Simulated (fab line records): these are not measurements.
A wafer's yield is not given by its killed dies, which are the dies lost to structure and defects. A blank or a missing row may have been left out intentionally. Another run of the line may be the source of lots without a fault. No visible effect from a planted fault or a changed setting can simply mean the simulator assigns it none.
Which of the tools did it? :: flow berkeleyCmos170 :: at 1 step of a route of 331, 7 lots with 20 wafers sampled

WHAT THE GAUGES READ, wafer by wafer
UCB170_V2_BOW_MEAS_03.
lot: L554
measured: day 8 09:23
on: filmMetro-03
V2_BOW (um): 26 37 35

lot: L559
measured: day 9 16:22
on: filmMetro-01
V2_BOW (um): 24 37

lot: L562
measured: day 10 03:01
on: filmMetro-01
V2_BOW (um): 35 31 34

lot: L564
measured: day 10 12:26
on: filmMetro-01
V2_BOW (um): 39 43 36

lot: L565
measured: day 10 15:02
on: filmMetro-02
V2_BOW (um): 41 41 31

lot: L569
measured: day 11 15:35
on: filmMetro-03
V2_BOW (um): 38 45 34

lot: L572
measured: day 12 16:47
on: filmMetro-01
V2_BOW (um): 26 33 25

WHAT TOOL EACH LOT RAN ON (gives the tool, then ch and the chambers of the sampled wafers, and finally the start)
Record: no process step prior to these readings.

THE ANSWER, worked out from the rows above alone
Rule: usual is defined by the lots themselves. The widest of any qualifying gaps counts: lots, ordered by their means at a reading, are off when they make up no more than a third of the lots, leave a main group of 4 or more, and stand apart from it by 3 or more times the standard deviation of that group's means. If all means in a main group match to the digits the tables above print for the reading, that group is not used. A lot without any number at a reading at which 4 lots or more have one is off too. All remaining lots with rows at the step are treated as sound.
No lot is off on any of the readings shown, so nothing can be concluded from this.

WHAT HAD BEEN PUT IN BY THE SIMULATOR
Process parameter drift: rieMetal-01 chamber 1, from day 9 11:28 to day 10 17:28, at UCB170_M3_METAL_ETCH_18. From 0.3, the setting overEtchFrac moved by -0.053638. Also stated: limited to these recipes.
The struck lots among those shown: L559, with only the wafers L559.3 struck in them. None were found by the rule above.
